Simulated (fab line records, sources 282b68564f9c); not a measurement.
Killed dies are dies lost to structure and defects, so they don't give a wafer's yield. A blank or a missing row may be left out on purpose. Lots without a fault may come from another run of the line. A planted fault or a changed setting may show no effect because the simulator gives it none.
Which tool did it? | flow rit_cmos | 15 lots, 45 wafers sampled, at 2 steps of a route of 202

WHAT THE GAUGES READ, wafer by wafer
RIT_SPACER_THK_MEAS_04.
lot  | measured    | on            | SPACER_NITRIDE_THK (nm)
L391 | day 3 11:14 | film_metro-03 | 252.3 252.5 253.9
L392 | day 3 14:35 | film_metro-03 | 251.7 253.0 254.6
L393 | day 3 14:43 | film_metro-01 | 249.6 252.0 252.8
L394 | day 4 02:32 | film_metro-03 | 254.8 254.6 255.2
L395 | day 4 05:07 | film_metro-02 | 248.4 250.0 249.1
L397 | day 4 14:18 | film_metro-03 | 250.3 251.6 251.7
L398 | day 4 19:19 | film_metro-01 | 254.0 252.6 251.5
L399 | day 5 02:43 | film_metro-02 | 250.4 249.2 250.7
L400 | day 5 05:45 | film_metro-02 | 257.3 255.1 252.7
L401 | day 5 11:43 | film_metro-02 | 253.7 250.6 252.6
L403 | day 5 18:04 | film_metro-02 | 167.7 168.7 166.2
L405 | day 6 06:12 | film_metro-01 | 167.2 168.8 167.5
L407 | day 6 12:58 | film_metro-03 | 168.1 166.6 168.0
L410 | day 7 07:47 | film_metro-01 | 248.5 250.7 249.7
L412 | day 7 16:57 | film_metro-02 | 251.0 252.1 250.1

WHICH TOOL RAN EACH LOT (tool, then ch and the chambers of the sampled wafers, then the start)
lot  | RIT_SPACER_CVD_03
L391 | lpcvd-01 ch 0, day 3 09:19
L392 | lpcvd-02 ch 1, day 3 12:40
L393 | lpcvd-01 ch 0, day 3 12:47
L394 | lpcvd-01 ch 0, day 4 00:38
L395 | lpcvd-01 ch 1, day 4 03:11
L397 | lpcvd-02 ch 1, day 4 12:23
L398 | lpcvd-02 ch 0, day 4 17:24
L399 | lpcvd-01 ch 0, day 5 00:47
L400 | lpcvd-02 ch 0, day 5 03:50
L401 | lpcvd-01 ch 1, day 5 09:47
L403 | lpcvd-02 ch 0, day 5 16:09
L405 | lpcvd-02 ch 0, day 6 04:16
L407 | lpcvd-02 ch 0, day 6 11:04
L410 | lpcvd-01 ch 0, day 7 05:51
L412 | lpcvd-01 ch 0, day 7 15:02
- RIT_SPACER_CVD_03: deposits Si3N4 from SiH2Cl2/NH3, target thk 250 nm, time 3300 s.

WHAT THE TOOLS THEMSELVES READ (means of the sampled wafers that have a number; where no wafer has one, the mark that the record gives instead)
RIT_SPACER_CVD_03.
lot  | tool     | spike_tc_load_C (C)
L391 | lpcvd-01 | 835.4
L392 | lpcvd-02 | 836.6
L393 | lpcvd-01 | 837.1
L394 | lpcvd-01 | 836.2
L395 | lpcvd-01 | 836.0
L397 | lpcvd-02 | 836.9
L398 | lpcvd-02 | 832.7
L399 | lpcvd-01 | 836.5
L400 | lpcvd-02 | 832.8
L401 | lpcvd-01 | 836.9
L403 | lpcvd-02 | 831.9
L405 | lpcvd-02 | 832.8
L407 | lpcvd-02 | 833.2
L410 | lpcvd-01 | 838.2
L412 | lpcvd-01 | 837.5

THE ANSWER, worked out from the rows above alone
Rule: what is usual is taken from the lots themselves. Put in order of their means at a reading, lots are off if they are a third of the lots or fewer, leave a main group of 4 or more, and stand apart from it by a gap of 3 or more times the standard deviation of the main group's means; of several such gaps the widest counts. A main group whose means are all the same, to the digits that the tables above print for the reading, isn't used. A lot without any number at a reading at which 4 lots or more have one is off too. The other lots that the step has rows for count as sound. The gauges are gone through in route order, then the tools' own readings, and for those a lot's mean is taken as printed above. The first step at which some lot is off is used, and at that step the reading that is off furthest; a lot without a number counts as furthest.
Off: L403, L405, L407, at RIT_SPACER_THK_MEAS_04 (SPACER_NITRIDE_THK). The main group: mean 252.0 nm, standard deviation 1.8.
A tool fits if, at a process step before that reading, it ran every lot that is off, and no sound lot after the first of them. The gauges at RIT_SPACER_THK_MEAS_04 are tried like those tools. One fits: lpcvd-02 at RIT_SPACER_CVD_03. Its last sound lot is L400 (day 5 03:50), its first lot that is off L403 (day 5 16:09): a fault that began between those two fits.

WHAT THE SIMULATOR HAD PUT IN
Process parameter drift: lpcvd-02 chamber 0, from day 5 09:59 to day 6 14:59, at RIT_SPACER_CVD_03. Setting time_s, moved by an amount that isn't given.
Lots struck among those shown: L403, L405, L407. The rule above found the same.
